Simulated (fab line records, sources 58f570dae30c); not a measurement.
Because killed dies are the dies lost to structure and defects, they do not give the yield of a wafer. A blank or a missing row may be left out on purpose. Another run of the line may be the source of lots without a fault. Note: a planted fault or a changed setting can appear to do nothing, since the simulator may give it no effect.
2 desks looking at one fault + flow berkeleyCmos170 + numbers are kept per desk, each desk with only its own; the story behind them comes last

THE TOOL OWNER'S DESK: rieMetal-04
The tool's own readings at UCB170_M2_METAL_ETCH_18 (etches Al in Cl2/BCl3, stops on SiO2, target depth 1170 nm, time 195 s): means of the sampled wafers that have a number, for each lot that ran on this tool. If a lot's mean is further than 4 standard deviations from the usual mean, the lot is out of limits and carries the mark OUT (the distance appears in the brackets).
Columns: A = chamberPressureMTorr at UCB170_M2_METAL_ETCH_18, usual 12.000 mTorr; B = drypumpMotorCurrentA at UCB170_M2_METAL_ETCH_18, usual 5.94 A; C = mfcCl2Sccm at UCB170_M2_METAL_ETCH_18, usual 89.99 sccm; D = oesProductAu at UCB170_M2_METAL_ETCH_18, usual 0.853 a.u.; E = rfFwdPowerW at UCB170_M2_METAL_ETCH_18, usual 597.6 W; F = throttleValvePct at UCB170_M2_METAL_ETCH_18, usual 24.47 %
| lot  | first seen here | A      | B    | C     | D     | E                       | F     |
|------|-----------------|--------|------|-------|-------|-------------------------|-------|
| L385 | day 8 17:23     | 12.017 | 6.06 | 89.92 | 0.856 | 596.7                   | 24.42 |
| L389 | day 9 01:20     | 11.992 | 6.09 | 90.05 | 0.858 | 596.2                   | 24.49 |
| L390 | day 9 20:35     | 11.999 | 6.08 | 90.05 | 0.851 | 597.8                   | 24.50 |
| L397 | day 10 20:05    | 11.999 | 6.07 | 90.42 | 0.850 | 836.6 (+99 or more) OUT | 24.50 |
| L401 | day 11 17:40    | 11.999 | 6.02 | 89.58 | 0.849 | 835.0 (+99 or more) OUT | 24.34 |
Finding of this desk: L397, L401 out of limits; the first was L397 at day 10 20:05, on rfFwdPowerW at UCB170_M2_METAL_ETCH_18. Within limits: L385, L389, L390.

AT THE METROLOGY DESK
Lot by lot, what the gauges showed, no matter which tool ran the lot: averages of those sampled wafers that carry a number. If a lot's mean is further than 4 standard deviations from the usual mean, the lot is out of limits and carries the mark OUT (the distance appears in the brackets).
Columns: A = M1_OVL at UCB170_M1_OVL_MEAS_10, usual 1 nm; B = cdNm at UCB170_M2_CD_MEAS_90, usual 701.1 nm
| lot  | first seen here | A  | B                |
|------|-----------------|----|------------------|
| L385 | day 8 09:37     | -1 | 702.3            |
| L388 | day 8 17:25     | 2  | 701.4            |
| L389 | day 8 17:57     | 3  | 702.6            |
| L387 | day 8 18:23     | -4 | 702.1            |
| L391 | day 9 12:49     | 13 | 697.5            |
| L390 | day 9 13:23     | 3  | 702.8            |
| L392 | day 9 13:38     | 10 | 702.4            |
| L397 | day 10 13:47    | 4  | 680.5 (-7.9) OUT |
| L401 | day 11 09:03    | -7 | 681.0 (-7.7) OUT |
| L402 | day 12 00:24    | -6 | 699.3            |
| L404 | day 12 00:40    | -2 | 696.0            |
| L408 | day 12 15:53    | -2 | 700.0            |
| L405 | day 12 16:37    | 6  | 704.2            |
| L407 | day 13 05:52    | 4  | 700.2            |
Finding of this desk: L397, L401 out of limits; the first was L397 at day 10 20:22, on cdNm at UCB170_M2_CD_MEAS_90. Within limits: L385, L388, L389, L387, L391, L390, L392, L402, L404, L408, L405, L407.

BROUGHT TOGETHER
An alarm could have come from the tool owner's desk at day 10 20:05, on L397, L401.
L397, L401 would have let the metrology desk raise an alarm at day 10 20:22.
On rieMetal-04, each named lot ran UCB170_M2_METAL_ETCH_18.

WHAT THE SIMULATOR PUT IN
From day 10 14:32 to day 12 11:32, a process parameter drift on rieMetal-04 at UCB170_M2_METAL_ETCH_18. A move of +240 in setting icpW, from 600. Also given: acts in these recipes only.
Shown lots that were struck: L397, L401.
Counting hours from when the fault started, the first reading out of limits came at 6 for the tool owner's desk and at 6 for the metrology desk.
